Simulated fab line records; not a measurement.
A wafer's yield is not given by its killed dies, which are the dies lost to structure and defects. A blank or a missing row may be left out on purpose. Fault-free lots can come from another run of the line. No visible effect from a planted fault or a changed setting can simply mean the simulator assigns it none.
A struck lot beside a sound one ; flow berkeley cmos170 ; 14 steps out of a route of 331
Sound: these wafers, L527.2, L527.4, L527.6. Wafers L522.1, L522.3, L522.5 were the ones struck. At the end, the cause is stated.
Order at every step that has rows: each side's tool, ch and its chambers, its first start. Under that, the readings that differ: sound wafers ; struck wafers ; difference of the means ; sigmas: that difference in standard deviations of wafers without a fault.
alike: readings whose means differ by less than 2 such deviations, and words and numbers that are the same on both sides. not compared: withheld readings, readings that some wafer has no value for, bounds like >300 that may hide the same value, and numbers for which the record gives no deviation and whose values overlap.
The two part at a step that has a row with sigmas, a row that says differs or no value, or rows on one side only. Non-overlapping numbers with no deviation appear without sigmas and do not part them. A reading that every wafer of one side lacks parts them only if that side has two wafers or more.

first, 4 steps without rows for these wafers: UCB170_NWELL_SOFTBAKE_08 (time 60 s); UCB170_NWELL_EXPOSE_09 (exposes mask NWELL, target cd 3000 nm); UCB170_NWELL_PEB_10; UCB170_NWELL_DEVELOP_11 (develop time 45 s).
UCB170_NWELL_OVL_MEAS_12:
  sound: overlay-01 at day 6 18:53; struck: overlay-01 at day 6 01:40
  alike: NWELL_OVL
UCB170_NWELL_ETCH_13: etches Si3N4 in CH3F/Ar/O2, stops on SiO2, target depth 246.4 nm, time 154 s.
  sound on rie diel-03 ch 0,2,3, day 6 18:55; struck on rie diel-02 ch 1,2,3, day 6 01:41
  alike: drypump motor current A, oes product au, throttle valve pct
  not compared: rf hours counter h
following that, these wafers have no rows for 1 step: UCB170_NWELL_IMPLANT_14.
UCB170_NWELL_STRIP_15: strips in O2.
  sound on plasma asher-02 ch 0, day 6 19:11; struck on plasma asher-02 ch 0,1, day 6 01:57
  alike: drypump motor current A, oes product au, strip time to endpoint s
  not compared: rf hours counter h
UCB170_NWELL_TW_MEAS_16:
  sound: film metro-02 at day 6 19:17; struck: film metro-01 at day 6 02:03
  alike: NWELL_TW
then, 3 steps without rows for these wafers: UCB170_NWELL_CLEAN_17 (cleans in SPM, time 600 s); UCB170_NWELL_WET_ETCH_18 (etches Si3N4 in H3PO4, time 14400 s); UCB170_NWELL_WET_ETCH_19 (etches SiO2 in BOE, time 22 s).
UCB170_PWELL_CLEAN_00: cleans in SPM, time 600 s.
  sound on wet bench-04 ch 1, day 6 23:41; struck on wet bench-02 ch 3, day 6 09:26
  no value came back on the struck wafers for bath guard temp C (C), bath heat duty pct (%); on the sound wafers bath guard temp C (C) reads 120.6 120.9 120.6
then, 1 step without rows for these wafers: UCB170_PWELL_CLEAN_01 (cleans in dHF, time 60 s).

== WHERE THEY PART ==
Within this record, at UCB170_PWELL_CLEAN_00 only.

WHY: what the simulator had put in
At UCB170_PWELL_CLEAN_00, the step was skipped entirely on wet bench-02 from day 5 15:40 on. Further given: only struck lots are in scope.
